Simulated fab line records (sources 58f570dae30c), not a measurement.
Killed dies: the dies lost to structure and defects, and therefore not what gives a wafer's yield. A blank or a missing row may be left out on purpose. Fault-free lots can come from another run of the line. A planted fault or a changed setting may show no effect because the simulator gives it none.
fab line records + flow berkeley-cmos170
record
- lots=14
- wafers=42
- last-day=11
route steps=331 shown START@3 NLDD@165 M3@326
lots that met no fault: from a run of the same line without faults
start-h: start of the lot's first displayed wafer, in hours after the record's first day + wait-h: hours since the lot's step before + " identical to the entry in the row above + L1.1+2: a single row standing in for several wafers + - no value present, or no start provided + * or withheld: withheld + < > ~ a bound
route shown NAME@n: names a module that has steps shown in the file, with the first one's number in the route + usual: mean and standard deviation over wafers with no fault + same: alike in all rows + chamber/n: place in a boat + sites: per-site readings + _std_site: the values' standard deviation + _edge_site: outer sites' mean less inner sites' + radius-mm: for every site, how far away it sits from the centre of the wafer + mask NAME#n: copy n + behind: the tool/chamber that last shaped the wafer + hold: cause of the lot's hold/its duration in hours/its outcome + device: which transistor (n, p or np) failed to switch + end of line: tests of these same wafers at the route's end + where a step has no rows: the recipe by itself + killed: dies that structure and defects cost at the first sort, which is not the same as the wafer's yield + map: dies across one wafer; x = killed, . = not, _ = none there
set.NAME: the setting the step ran with; set.NAME@STEP: the setting that earlier step ran with + model.NAME: the simulator's own value behind a step, which no gauge read
the route's steps for a sample of lots (tables are steps, rows are wafers)
services: a tool's chamber out of use, with start hour (start-h, from the record's first day; less than 0 if before it), hours out, and reason
## steps
# step UCB170_START_OXIDATION_02
# recipe
- temp-c=950
- ambient=O2
- target-thk-a=200
- ox-time-s=1800
# usual
- ox-time-s=1800/0
- zone-power-source-pct=30.9/2.4
| lot.wafer | tool       | chamber | start-h | wait-h | ox-time-s | zone-power-source-pct |
|-----------|------------|---------|---------|--------|-----------|-----------------------|
| L579.1    | furnace-03 | 0       | 32.88   | 2.6    | 1800      | 28.7                  |
| L579.3    | "          | 0       | "       | "      | 1800      | 29.1                  |
| L579.6    | "          | 0       | "       | "      | 1800      | 28.7                  |
| L580.1    | furnace-01 | 0       | 40.09   | 4.9    | 1800      | 30.1                  |
| L580.5    | "          | 0       | "       | "      | 1800      | 29.9                  |
| L580.6    | "          | 0       | "       | "      | 1800      | 29.8                  |
| L581.3    | furnace-02 | 0       | 44.99   | 4.8    | 1800      | 35.2                  |
| L581.4    | "          | 0       | "       | "      | 1800      | 35.0                  |
| L581.5    | "          | 0       | "       | "      | 1800      | 35.3                  |
| L582.2    | furnace-03 | 0       | 48.94   | 3.8    | 1800      | 28.9                  |
| L582.4    | "          | 0       | "       | "      | 1800      | 28.7                  |
| L582.5    | "          | 0       | "       | "      | 1800      | 28.7                  |
| L583.2    | furnace-01 | 0       | 52.31   | 2.2    | 1800      | 29.6                  |
| L583.3    | "          | 0       | "       | "      | 1800      | 30.0                  |
| L583.5    | "          | 0       | "       | "      | 1800      | 30.1                  |
| L584.1    | furnace-02 | 0       | 58.98   | 3.7    | 1800      | 34.6                  |
| L584.5    | "          | 0       | "       | "      | 1800      | 35.4                  |
| L584.6    | "          | 0       | "       | "      | 1800      | 35.4                  |
| L587.2    | furnace-03 | 0       | 71.72   | 0.9    | 1800      | 28.7                  |
| L587.3    | "          | 0       | "       | "      | 1800      | 28.8                  |
| L587.6    | "          | 0       | "       | "      | 1800      | 29.4                  |
| L588.2    | furnace-01 | 0       | 77.76   | 0.5    | 1800      | 30.3                  |
| L588.3    | "          | 0       | "       | "      | 1800      | 30.1                  |
| L588.6    | "          | 0       | "       | "      | 1800      | 29.7                  |
| L589.2    | furnace-01 | 0       | 82.17   | 1.9    | 1800      | 30.1                  |
| L589.5    | "          | 0       | "       | "      | 1800      | 30.1                  |
| L589.6    | "          | 0       | "       | "      | 1800      | 29.8                  |
| L591.1    | furnace-02 | 0       | 93.05   | 2.9    | 1800      | 35.4                  |
| L591.3    | "          | 0       | "       | "      | 1800      | 34.8                  |
| L591.6    | "          | 0       | "       | "      | 1800      | 35.0                  |
| L593.2    | furnace-03 | 0       | 102.87  | 2.7    | 1800      | 28.6                  |
| L593.3    | "          | 0       | "       | "      | 1800      | 28.8                  |
| L593.6    | "          | 0       | "       | "      | 1800      | 29.2                  |
| L594.1    | furnace-03 | 0       | 108.30  | 3.1    | 2160      | 29.2                  |
| L594.5    | "          | 0       | "       | "      | 2160      | 29.0                  |
| L594.6    | "          | 0       | "       | "      | 2160      | 28.8                  |
| L595.2    | furnace-02 | 0       | 114.52  | 4.4    | 1800      | 35.1                  |
| L595.3    | "          | 0       | "       | "      | 1800      | 34.8                  |
| L595.6    | "          | 0       | "       | "      | 1800      | 34.5                  |
| L597.1    | furnace-03 | 0       | 122.47  | 2.3    | 2160      | 29.2                  |
| L597.3    | "          | 0       | "       | "      | 2160      | 28.9                  |
| L597.5    | "          | 0       | "       | "      | 2160      | 28.7                  |
# step UCB170_START_THK_MEAS_03
# recipe
- reads=SiO2_of_START_OXIDATION_02
# usual
- START_OXIDE_THK=20.1/0.42
| lot.wafer | tool          | chamber | start-h | wait-h | START_OXIDE_THK[nm] |
|-----------|---------------|---------|---------|--------|---------------------|
| L579.1    | film-metro-02 | -       | 34.38   | 0.0    | 19.6                |
| L579.3    | "             | -       | "       | "      | 19.5                |
| L579.6    | "             | -       | "       | "      | 19.4                |
| L580.1    | film-metro-02 | -       | 41.59   | 0.0    | 21.1                |
| L580.5    | "             | -       | "       | "      | 20.7                |
| L580.6    | "             | -       | "       | "      | 20.9                |
| L581.3    | film-metro-01 | -       | 46.51   | 0.0    | 19.8                |
| L581.4    | "             | -       | "       | "      | 20.3                |
| L581.5    | "             | -       | "       | "      | 19.7                |
| L582.2    | film-metro-02 | -       | 50.45   | 0.0    | 20.2                |
| L582.4    | "             | -       | "       | "      | 20.4                |
| L582.5    | "             | -       | "       | "      | 20.6                |
| L583.2    | film-metro-01 | -       | 53.82   | 0.0    | 20.4                |
| L583.3    | "             | -       | "       | "      | 20.5                |
| L583.5    | "             | -       | "       | "      | 20.0                |
| L584.1    | film-metro-02 | -       | 60.48   | 0.0    | 20.4                |
| L584.5    | "             | -       | "       | "      | 20.0                |
| L584.6    | "             | -       | "       | "      | 19.7                |
| L587.2    | film-metro-01 | -       | 73.23   | 0.0    | 19.5                |
| L587.3    | "             | -       | "       | "      | 19.5                |
| L587.6    | "             | -       | "       | "      | 19.5                |
| L588.2    | film-metro-02 | -       | 79.27   | 0.0    | 20.7                |
| L588.3    | "             | -       | "       | "      | 20.3                |
| L588.6    | "             | -       | "       | "      | 20.4                |
| L589.2    | film-metro-01 | -       | 83.68   | 0.0    | 20.1                |
| L589.5    | "             | -       | "       | "      | 20.0                |
| L589.6    | "             | -       | "       | "      | 20.3                |
| L591.1    | film-metro-02 | -       | 94.55   | 0.0    | 19.6                |
| L591.3    | "             | -       | "       | "      | 19.8                |
| L591.6    | "             | -       | "       | "      | 19.6                |
| L593.2    | film-metro-04 | -       | 104.38  | 0.0    | 19.2                |
| L593.3    | "             | -       | "       | "      | 19.6                |
| L593.6    | "             | -       | "       | "      | 19.5                |
| L594.1    | film-metro-01 | -       | 109.80  | 0.0    | 22.0                |
| L594.5    | "             | -       | "       | "      | 21.7                |
| L594.6    | "             | -       | "       | "      | 21.8                |
| L595.2    | film-metro-01 | -       | 116.03  | 0.0    | 20.3                |
| L595.3    | "             | -       | "       | "      | 20.1                |
| L595.6    | "             | -       | "       | "      | 20.3                |
| L597.1    | film-metro-04 | -       | 123.97  | 0.0    | 21.9                |
| L597.3    | "             | -       | "       | "      | 22.0                |
| L597.5    | "             | -       | "       | "      | 22.0                |
# step UCB170_NLDD_OVL_MEAS_07
# usual
- NLDD_OVL=-2/5.5
| lot.wafer | tool       | chamber | start-h | wait-h | NLDD_OVL[nm] |
|-----------|------------|---------|---------|--------|--------------|
| L579.1    | overlay-02 | -       | 164.92  | 0.1    | -6           |
| L579.3    | "          | -       | "       | "      | -8           |
| L579.6    | "          | -       | "       | "      | -8           |
| L582.2    | overlay-02 | -       | 165.50  | 0.1    | -4           |
| L582.4    | "          | -       | "       | "      | -1           |
| L582.5    | "          | -       | "       | "      | 5            |
| L580.1    | overlay-01 | -       | 165.57  | 0.1    | 1            |
| L580.5    | "          | -       | "       | "      | 1            |
| L580.6    | "          | -       | "       | "      | -4           |
| L581.3    | overlay-02 | -       | 165.90  | 0.1    | -5           |
| L581.4    | "          | -       | "       | "      | -4           |
| L581.5    | "          | -       | "       | "      | -10          |
| L583.2    | overlay-02 | -       | 173.99  | 0.1    | 2            |
| L583.3    | "          | -       | "       | "      | -4           |
| L583.5    | "          | -       | "       | "      | -6           |
| L588.2    | overlay-01 | -       | 187.14  | 0.1    | -8           |
| L588.3    | "          | -       | "       | "      | -2           |
| L588.6    | "          | -       | "       | "      | 0            |
| L587.2    | overlay-02 | -       | 187.81  | 0.1    | 14           |
| L587.3    | "          | -       | "       | "      | 4            |
| L587.6    | "          | -       | "       | "      | 7            |
| L584.1    | overlay-01 | -       | 188.37  | 0.1    | -8           |
| L584.5    | "          | -       | "       | "      | -11          |
| L584.6    | "          | -       | "       | "      | 2            |
| L589.2    | overlay-02 | -       | 198.97  | 0.1    | -9           |
| L589.5    | "          | -       | "       | "      | -2           |
| L589.6    | "          | -       | "       | "      | -10          |
| L591.1    | overlay-01 | -       | 213.57  | 0.1    | -4           |
| L591.3    | "          | -       | "       | "      | 4            |
| L591.6    | "          | -       | "       | "      | 2            |
| L593.2    | overlay-02 | -       | 214.63  | 0.1    | -5           |
| L593.3    | "          | -       | "       | "      | -1           |
| L593.6    | "          | -       | "       | "      | 1            |
| L595.2    | overlay-02 | -       | 225.31  | 0.1    | -5           |
| L595.3    | "          | -       | "       | "      | -5           |
| L595.6    | "          | -       | "       | "      | 1            |
| L594.1    | overlay-01 | -       | 225.64  | 0.1    | -9           |
| L594.5    | "          | -       | "       | "      | -11          |
| L594.6    | "          | -       | "       | "      | -5           |
| L597.1    | overlay-01 | -       | 239.64  | 0.1    | -3           |
| L597.3    | "          | -       | "       | "      | 2            |
| L597.5    | "          | -       | "       | "      | 2            |
# step UCB170_M3_ETCH_17
# recipe
- chemistry=N2/H2
- target-depth-a=withheld
- overetch-a=withheld
- target=BARC
- time-s=withheld
- source-w=500
- bias-w=100
- pressure-mtorr=30
- n2-flow-sccm=100
- h2-flow-sccm=200
# usual
- drypump-motor-current-A=5.6/0.45
- oes-product-au=0.993/0.018
- throttle-valve-pct=13.32/0.096
| lot.wafer | tool        | chamber | start-h | wait-h | drypump-motor-current-A | oes-product-au | throttle-valve-pct |
|-----------|-------------|---------|---------|--------|-------------------------|----------------|--------------------|
| L580.1    | rie-diel-04 | 1       | 201.54  | 0.0    | 5.6                     | 1.002          | 13.44              |
| L580.5    | "           | 2       | "       | "      | 5.5                     | 0.994          | 13.12              |
| L580.6    | "           | 3       | "       | "      | 6.2                     | 0.976          | 13.28              |
| L579.1    | rie-diel-01 | 0       | 201.82  | 0.0    | 5.8                     | 0.963          | 13.37              |
| L579.3    | "           | 2       | "       | "      | 5.9                     | 0.997          | 13.41              |
| L579.6    | "           | 1       | "       | "      | 6.5                     | 1.012          | 13.39              |
| L581.3    | rie-diel-02 | 3       | 202.40  | 0.0    | 5.4                     | 1.000          | 13.28              |
| L581.4    | "           | 2       | "       | "      | 4.8                     | 0.985          | 13.45              |
| L581.5    | "           | 3       | "       | "      | 5.4                     | 0.992          | 13.27              |
| L582.2    | rie-diel-01 | 1       | 202.79  | 0.0    | 6.5                     | 0.999          | 13.38              |
| L582.4    | "           | 2       | "       | "      | 5.9                     | 1.006          | 13.41              |
| L582.5    | "           | 1       | "       | "      | 6.5                     | 0.994          | 13.37              |
| L583.2    | rie-diel-02 | 2       | 215.72  | 0.0    | 4.8                     | 0.999          | 13.46              |
| L583.3    | "           | 0       | "       | "      | 5.6                     | 0.968          | 13.25              |
| L583.5    | "           | 3       | "       | "      | 5.4                     | 0.984          | 13.29              |
| L588.2    | rie-diel-01 | 3       | 222.37  | 0.0    | 5.5                     | 1.034          | 13.41              |
| L588.3    | "           | 2       | "       | "      | 5.9                     | 0.996          | 13.41              |
| L588.6    | "           | 1       | "       | "      | 6.5                     | 1.001          | 13.37              |
| L587.2    | rie-diel-01 | 1       | 222.92  | 0.0    | 6.5                     | 1.002          | 13.38              |
| L587.3    | "           | 2       | "       | "      | 6.0                     | 0.999          | 13.42              |
| L587.6    | "           | 3       | "       | "      | 5.5                     | 1.020          | 13.41              |
| L584.1    | rie-diel-02 | 2       | 223.64  | 0.0    | 4.8                     | 0.984          | 13.44              |
| L584.5    | "           | 2       | "       | "      | 4.8                     | 0.993          | 13.45              |
| L584.6    | "           | 1       | "       | "      | 5.5                     | 0.994          | 13.28              |
| L589.2    | rie-diel-02 | 2       | 233.91  | 0.0    | 4.8                     | 0.992          | 13.45              |
| L589.5    | "           | 2       | "       | "      | 4.8                     | 0.997          | 13.44              |
| L589.6    | "           | 1       | "       | "      | 5.5                     | 0.992          | 13.31              |
| L593.2    | rie-diel-04 | 2       | 249.36  | 0.0    | 5.5                     | 0.978          | 13.12              |
| L593.3    | "           | 0       | "       | "      | 6.1                     | 1.034          | 13.18              |
| L593.6    | "           | 0       | "       | "      | 6.1                     | 1.039          | 13.19              |
| L591.1    | rie-diel-02 | 0       | 250.81  | 0.0    | 5.6                     | 0.976          | 13.29              |
| L591.3    | "           | 2       | "       | "      | 4.8                     | 0.982          | 13.44              |
| L591.6    | "           | 0       | "       | "      | 5.6                     | 0.984          | 13.27              |
| L595.2    | rie-diel-01 | 1       | 261.79  | 0.0    | 6.5                     | 1.000          | 13.37              |
| L595.3    | "           | 0       | "       | "      | 5.9                     | 0.954          | 13.36              |
| L595.6    | "           | 2       | "       | "      | 5.9                     | 0.982          | 13.41              |
| L594.1    | rie-diel-02 | 1       | 262.06  | 0.0    | 5.5                     | 0.990          | 13.31              |
| L594.5    | "           | 1       | "       | "      | 5.5                     | 0.994          | 13.30              |
| L594.6    | "           | 2       | "       | "      | 4.9                     | 0.986          | 13.45              |
| L597.1    | rie-diel-02 | 2       | 274.06  | 0.0    | 4.9                     | 0.976          | 13.44              |
| L597.3    | "           | 3       | "       | "      | 5.4                     | 0.993          | 13.28              |
| L597.5    | "           | 0       | "       | "      | 5.6                     | 0.972          | 13.27              |
# step UCB170_M3_CD_MEAS_90
# recipe
- target-cd-nm=700
# usual
- cd-nm=701/4.3
| lot.wafer | tool      | chamber | start-h | wait-h | cd-nm |
|-----------|-----------|---------|---------|--------|-------|
| L580.1    | cd-sem-01 | -       | 201.87  | 0.1    | 699   |
| L580.5    | "         | -       | "       | "      | 699   |
| L580.6    | "         | -       | "       | "      | 698   |
| L579.1    | cd-sem-01 | -       | 202.15  | 0.1    | 703   |
| L579.3    | "         | -       | "       | "      | 696   |
| L579.6    | "         | -       | "       | "      | 698   |
| L581.3    | cd-sem-01 | -       | 202.77  | 0.1    | 707   |
| L581.4    | "         | -       | "       | "      | 698   |
| L581.5    | "         | -       | "       | "      | 707   |
| L582.2    | cd-sem-02 | -       | 203.23  | 0.2    | 701   |
| L582.4    | "         | -       | "       | "      | 697   |
| L582.5    | "         | -       | "       | "      | 700   |
| L583.2    | cd-sem-01 | -       | 216.07  | 0.1    | 706   |
| L583.3    | "         | -       | "       | "      | 699   |
| L583.5    | "         | -       | "       | "      | 694   |
| L588.2    | cd-sem-01 | -       | 222.72  | 0.1    | 693   |
| L588.3    | "         | -       | "       | "      | 704   |
| L588.6    | "         | -       | "       | "      | 705   |
| L587.2    | cd-sem-02 | -       | 223.27  | 0.1    | 701   |
| L587.3    | "         | -       | "       | "      | 698   |
| L587.6    | "         | -       | "       | "      | 700   |
| L584.1    | cd-sem-02 | -       | 223.97  | 0.1    | 694   |
| L584.5    | "         | -       | "       | "      | 696   |
| L584.6    | "         | -       | "       | "      | 710   |
| L589.2    | cd-sem-01 | -       | 234.27  | 0.1    | 697   |
| L589.5    | "         | -       | "       | "      | 706   |
| L589.6    | "         | -       | "       | "      | 695   |
| L593.2    | cd-sem-01 | -       | 249.71  | 0.1    | 699   |
| L593.3    | "         | -       | "       | "      | 691   |
| L593.6    | "         | -       | "       | "      | 698   |
| L591.1    | cd-sem-01 | -       | 251.14  | 0.1    | 708   |
| L591.3    | "         | -       | "       | "      | 707   |
| L591.6    | "         | -       | "       | "      | 708   |
| L595.2    | cd-sem-02 | -       | 262.16  | 0.1    | 706   |
| L595.3    | "         | -       | "       | "      | 706   |
| L595.6    | "         | -       | "       | "      | 700   |
| L594.1    | cd-sem-02 | -       | 262.39  | 0.1    | 705   |
| L594.5    | "         | -       | "       | "      | 705   |
| L594.6    | "         | -       | "       | "      | 705   |
| L597.1    | cd-sem-01 | -       | 274.39  | 0.1    | 705   |
| L597.3    | "         | -       | "       | "      | 703   |
| L597.5    | "         | -       | "       | "      | 703   |
## services
| tool        | chamber | start-h | hours | kind           |
|-------------|---------|---------|-------|----------------|
| rie-diel-04 | 1       | 28.71   | 8.7   | repair         |
| furnace-03  | -       | 34.38   | 3.6   | pm             |
| furnace-03  | -       | 38.42   | 1.9   | repair         |
| rie-diel-01 | 2       | 40.15   | 5.3   | repair         |
| rie-diel-01 | 1       | 57.73   | 2.8   | repair         |
| furnace-01  | -       | 64.81   | 4.4   | pm             |
| rie-diel-01 | 3       | 67.65   | 4.7   | repair         |
| furnace-01  | -       | 85.17   | 4.1   | pm             |
| furnace-01  | -       | 93.56   | 10.2  | pm             |
| furnace-01  | -       | 135.52  | 2.9   | pm             |
| furnace-02  | -       | 150.39  | 4.7   | pm             |
| rie-diel-01 | -       | 165.83  | 0.5   | repair         |
| rie-diel-01 | 3       | 174.41  | -     | clean          |
| rie-diel-01 | 3       | 174.41  | 31.3  | scheduled-down |
| furnace-02  | -       | 176.47  | 2.6   | pm             |
| rie-diel-04 | 0       | 180.42  | 4.6   | repair         |
| rie-diel-01 | 1       | 189.75  | 1.3   | repair         |
| rie-diel-04 | 3       | 206.57  | 12.4  | repair         |
| rie-diel-02 | 0       | 221.58  | 10.5  | repair         |
| rie-diel-04 | 3       | 223.41  | 2.8   | repair         |
| rie-diel-02 | 1       | 240.30  | 14.9  | repair         |
| rie-diel-02 | 0       | 242.12  | 8.2   | repair         |
| furnace-01  | -       | 253.81  | 2.7   | pm             |
| furnace-03  | -       | 266.79  | 3.8   | pm             |
## key
first-sign
- step=UCB170_START_OXIDATION_02
- reading=ox-time-s
- direction=up
- sigmas=99+
- usual=*
- struck=*
effect
- step=UCB170_START_THK_MEAS_03
- reading=START_OXIDE_THK
- direction=up
- sigmas=4.3
- usual=20.1
- struck=21.9
met-at UCB170_START_OXIDATION_02
struck-lots L594,L597
tester-left-out L594,L597
not-acting-at UCB170_NLDD_OVL_MEAS_07,UCB170_M3_ETCH_17,UCB170_M3_CD_MEAS_90
onset-between 102.87 108.30
fault
- kind=process-parameter-drift
- tool=furnace-03
- chamber=-
- onset-h=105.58
- steps=UCB170_START_OXIDATION_02
- channel=ox-time-s
- offset=*
- shape=step
- end-h=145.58
- acts-in=*
- stated=*
# tester-left-out: of these lots the tester's yield and bins aren't shown, on N5 and GAA mostly nor the transistor test; their killed dies are dies lost to structure and defects alone, not to doping, threshold or leakage, so they don't give the yield
